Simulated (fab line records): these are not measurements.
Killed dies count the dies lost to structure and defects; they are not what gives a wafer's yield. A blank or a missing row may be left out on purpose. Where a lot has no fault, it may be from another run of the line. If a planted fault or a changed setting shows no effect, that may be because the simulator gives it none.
A lot that was struck, set against a sound lot	flow rit cmos	15 steps out of a route of 202
Sound: wafers L616.3, L616.5, L616.6. Struck: wafers L623.4, L623.6 (left out: L623.3, a lot-mate that was not struck); the cause follows at the end.
At each step with rows: each side's tool, then ch and its chambers, then its first start. Under that, the readings that differ: sound wafers	struck wafers	difference of the means	sigmas: that difference in standard deviations of wafers without a fault.
alike: readings whose means differ by less than 2 such deviations, and words and numbers that are the same on both sides. not compared: withheld readings, readings that some wafer has no value for, bounds like >300 that may hide the same value, and numbers for which the record gives no deviation and whose values overlap.
The two part at a step that has a row with sigmas, a row that says differs or no value, or rows on one side only. Numbers that have no deviation but don't overlap get no sigmas and don't part them. A reading missing from all wafers of one side parts the sides only when that side holds two or more wafers.

RIT_M1_SPUTTER_00: material Al, target thk 400 nm, time 522.8 s.
  sound on pvd sputter-01, day 4 16:37; struck on pvd sputter-03, day 6 02:02
  alike: cathode dc power W, throttle valve pct
RIT_M1_RS_MEAS_01: measures by four-point-probe.
  sound on film metro-04, day 4 16:58; struck on film metro-02, day 6 02:22
  alike: M1_AL_RS
RIT_M1_THK_MEAS_02: measures by xrf.
  sound on film metro-04, day 4 17:04; struck on film metro-02, day 6 02:28
reading	sound	struck	difference	sigmas
M1_AL_THK (nm)	408 412 409	420 416	+8	+2
then, 6 steps without rows for these wafers: RIT_M1_HMDS_03 (prime time 60 s); RIT_M1_COAT_04 (resist thk 1300 nm); RIT_M1_SOFTBAKE_05 (time 60 s); RIT_M1_EXPOSE_06 (exposes mask M12, target cd 2600 nm); RIT_M1_PEB_07; RIT_M1_DEVELOP_08 (develop time 68 s).
RIT_M1_CD_MEAS_09: target cd 2600 nm.
  sound on cd sem-02, day 4 18:01; struck on cd sem-01, day 6 03:48
  alike: cd nm
RIT_M1_OVL_MEAS_10:
  sound on overlay-01, day 4 18:07; struck on overlay-02, day 6 03:53
  alike: M1_OVL
then, 1 step without rows for these wafers: RIT_M1_HARDBAKE_11 (time 120 s).
RIT_M1_METAL_ETCH_12: etches Al in Cl2/BCl3, stops on SiO2, time 165 s, target depth 600 nm.
  sound on rie metal-04 ch 0,1, day 4 18:26; struck on rie metal-01 ch 0, day 6 04:13
reading	sound	struck	difference	sigmas
oes product au (a.u.)	0.777 0.789 0.770	0.831 0.822	+0.048	+3
over etch frac	0.5 0.5 0.5	0.371 0.371	-0.129	
throttle valve pct (%)	8.18 8.04 8.17	8.46 8.46	+0.33	+2
model.NOVOLAK_of_M1_COAT_04.thk nm (nm)	803.1 798.9 801	832 834	+32	
  alike: drypump motor current A
  not compared: rf hours counter h
then, 1 step without rows for these wafers: RIT_M1_STRIP_13 (strips in nmp, time 600 s).
RIT_M1_PROBE_99:
  sound on prober-01, day 4 20:45; struck on prober-02, day 6 06:35
  alike: defect limited yield, killed at front end, killed dies, killed open, killed short, sort_bin_3_pad_short, sort_bin_5_function, sort_bin_6_memory, sort n pass, sort yield pct

== WHERE THEY PART ==
Last at RIT_M1_METAL_ETCH_12 as far as this record goes, first at RIT_M1_THK_MEAS_02. Later steps at which nothing parts them and some readings are alike: RIT_M1_PROBE_99.

WHY: whatever the simulator had introduced
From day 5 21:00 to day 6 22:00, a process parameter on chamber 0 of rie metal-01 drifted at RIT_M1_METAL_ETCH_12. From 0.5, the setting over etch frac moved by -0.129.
